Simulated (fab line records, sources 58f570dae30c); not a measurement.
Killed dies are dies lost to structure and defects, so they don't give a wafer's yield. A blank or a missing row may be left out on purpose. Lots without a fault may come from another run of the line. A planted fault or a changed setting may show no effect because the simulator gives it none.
Tool commonality check | flow berkeley_cmos170 | 14 lots, 42 wafers sampled

WHY IT WAS OPENED
At UCB170_NVT_TW_MEAS_09 the reading NVT_TW is flagged on 2 of 14 lots. Wafers without a fault read 522, standard deviation 4.6.
Rule: a lot is flagged when every wafer of it that has a number lies more than 4 standard deviations from that mean, or none has a number. The other lots count as sound.

lot  | measured     | on            | NVT_TW, wafer by wafer | flag
L830 | day 6 14:55  | film_metro-01 | 525 526 524            |
L831 | day 6 15:02  | film_metro-02 | 520 521 519            |
L833 | day 6 15:12  | film_metro-02 | 517 518 519            |
L832 | day 6 15:19  | film_metro-02 | 519 517 520            |
L834 | day 7 09:38  | film_metro-01 | 528 529 529            |
L838 | day 8 04:56  | film_metro-01 | 526 529 527            |
L842 | day 8 12:44  | film_metro-02 | 623 622 619            | FLAGGED
L840 | day 8 13:13  | film_metro-02 | 520 514 515            |
L843 | day 9 15:20  | film_metro-01 | 638 636 636            | FLAGGED
L848 | day 10 17:13 | film_metro-02 | 522 521 520            |
L852 | day 11 05:04 | film_metro-02 | 521 524 523            |
L849 | day 11 05:21 | film_metro-02 | 519 520 518            |
L850 | day 11 05:37 | film_metro-02 | 522 522 522            |
L851 | day 11 05:38 | film_metro-04 | 516 515 516            |
The numbers of the flagged lots are 629 on average: +107 against the usual, or +23 standard deviations.

WHICH TOOL RAN EACH LOT
The record holds 3 process steps before the reading, out of a route of 331 steps. In each cell: the tool, then ch and the chambers that the sampled wafers went through, then the start.
lot  | flag    | UCB170_ACTIVE_ETCH_15             | UCB170_ACTIVE_STRIP_16              | UCB170_NVT_IMPLANT_07
L830 |         | rie_diel-03 ch 0,1, day 4 23:59   | plasma_asher-04 ch 0,1, day 5 00:05 | implanter-01 ch 0, day 6 14:41
L831 |         | rie_diel-03 ch 0,2,3, day 5 06:13 | plasma_asher-04 ch 0,1, day 5 06:19 | implanter-04 ch 0, day 6 14:47
L833 |         | rie_diel-01 ch 0,2,3, day 5 05:56 | plasma_asher-01 ch 0,1, day 5 06:04 | implanter-01 ch 0, day 6 14:59
L832 |         | rie_diel-02 ch 0,3, day 5 05:40   | plasma_asher-04 ch 0,1, day 5 05:46 | implanter-03 ch 0, day 6 15:05
L834 |         | rie_diel-03 ch 0,1, day 5 20:08   | plasma_asher-03 ch 0,1, day 5 20:17 | implanter-03 ch 0, day 7 09:23
L838 |         | rie_diel-03 ch 0,2,3, day 6 11:53 | plasma_asher-03 ch 0,1, day 6 11:59 | implanter-04 ch 0, day 8 04:42
L842 | FLAGGED | rie_diel-03 ch 0,1,2, day 7 00:20 | plasma_asher-03 ch 0,1, day 7 00:26 | implanter-04 ch 0, day 8 12:29
L840 |         | rie_diel-02 ch 0,2,3, day 7 00:42 | plasma_asher-01 ch 0,1, day 7 00:48 | implanter-03 ch 0, day 8 12:58
L843 | FLAGGED | rie_diel-01 ch 1,2,3, day 7 16:28 | plasma_asher-01 ch 0,1, day 7 16:34 | implanter-04 ch 0, day 9 15:05
L848 |         | rie_diel-02 ch 1,2,3, day 8 15:02 | plasma_asher-03 ch 0,1, day 8 15:10 | implanter-01 ch 0, day 10 16:59
L852 |         | rie_diel-01 ch 0,1,2, day 9 05:35 | plasma_asher-03 ch 0,1, day 9 05:41 | implanter-01 ch 0, day 11 04:49
L849 |         | rie_diel-03 ch 0,1, day 9 06:25   | plasma_asher-01 ch 0,1, day 9 06:31 | implanter-01 ch 0, day 11 05:07
L850 |         | rie_diel-02 ch 0,3, day 9 06:17   | plasma_asher-01 ch 0,1, day 9 06:23 | implanter-01 ch 0, day 11 05:22
L851 |         | rie_diel-01 ch 0,1,3, day 9 06:22 | plasma_asher-03 ch 0,1, day 9 06:28 | implanter-03 ch 0, day 11 05:23
What these steps do:
- UCB170_ACTIVE_ETCH_15: etches Si3N4 in CH3F/Ar/O2, stops on SiO2, target depth 242 nm, time 151 s.
- UCB170_ACTIVE_STRIP_16: strips in O2.
- UCB170_NVT_IMPLANT_07
- UCB170_NVT_TW_MEAS_09

FLAGGED OVER TOTAL, TOOL BY TOOL (the gauges that took the reading come last)
step                   | tool            | lots run | flagged | share of the flagged lots | sound lots run after its first flagged lot
UCB170_ACTIVE_ETCH_15  | rie_diel-01     | 4        | 1       | some                      | 2 (L852,L851)
UCB170_ACTIVE_ETCH_15  | rie_diel-02     | 4        | 0       | none                      | -
UCB170_ACTIVE_ETCH_15  | rie_diel-03     | 6        | 1       | some                      | 1 (L849)
UCB170_ACTIVE_STRIP_16 | plasma_asher-01 | 5        | 1       | some                      | 2 (L850,L849)
UCB170_ACTIVE_STRIP_16 | plasma_asher-03 | 6        | 1       | some                      | 3 (L848,L852,L851)
UCB170_ACTIVE_STRIP_16 | plasma_asher-04 | 3        | 0       | none                      | -
UCB170_NVT_IMPLANT_07  | implanter-01    | 6        | 0       | none                      | -
UCB170_NVT_IMPLANT_07  | implanter-03    | 4        | 0       | none                      | -
UCB170_NVT_IMPLANT_07  | implanter-04    | 4        | 2       | all                       | 0
UCB170_NVT_TW_MEAS_09  | film_metro-01   | 4        | 1       | some                      | 0
UCB170_NVT_TW_MEAS_09  | film_metro-02   | 9        | 1       | some                      | 5 (L840,L848,L852,L849,L850)
UCB170_NVT_TW_MEAS_09  | film_metro-04   | 1        | 0       | none                      | -

WHAT THE TABLE ALLOWS
1 row of the table ran every flagged lot: implanter-04 at UCB170_NVT_IMPLANT_07.
- implanter-04 at UCB170_NVT_IMPLANT_07: 2 of its 4 lots flagged. Its last sound lot is L838 (day 8 04:42), its first flagged lot L842 (day 8 12:29): a fault that began between those two fits. Its own readings lie more than 4 standard deviations out on every wafer of the flagged lots: dose_ions_cm2, faraday_current_uA.
One tool is left: implanter-04 at UCB170_NVT_IMPLANT_07.

WHAT THE SIMULATOR HAD PUT IN
Process parameter drift: implanter-04, from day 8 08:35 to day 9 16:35, at UCB170_NVT_IMPLANT_07. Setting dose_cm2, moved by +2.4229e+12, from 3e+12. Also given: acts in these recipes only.
Lots struck among those shown: L842, L843. The rule above found the same.
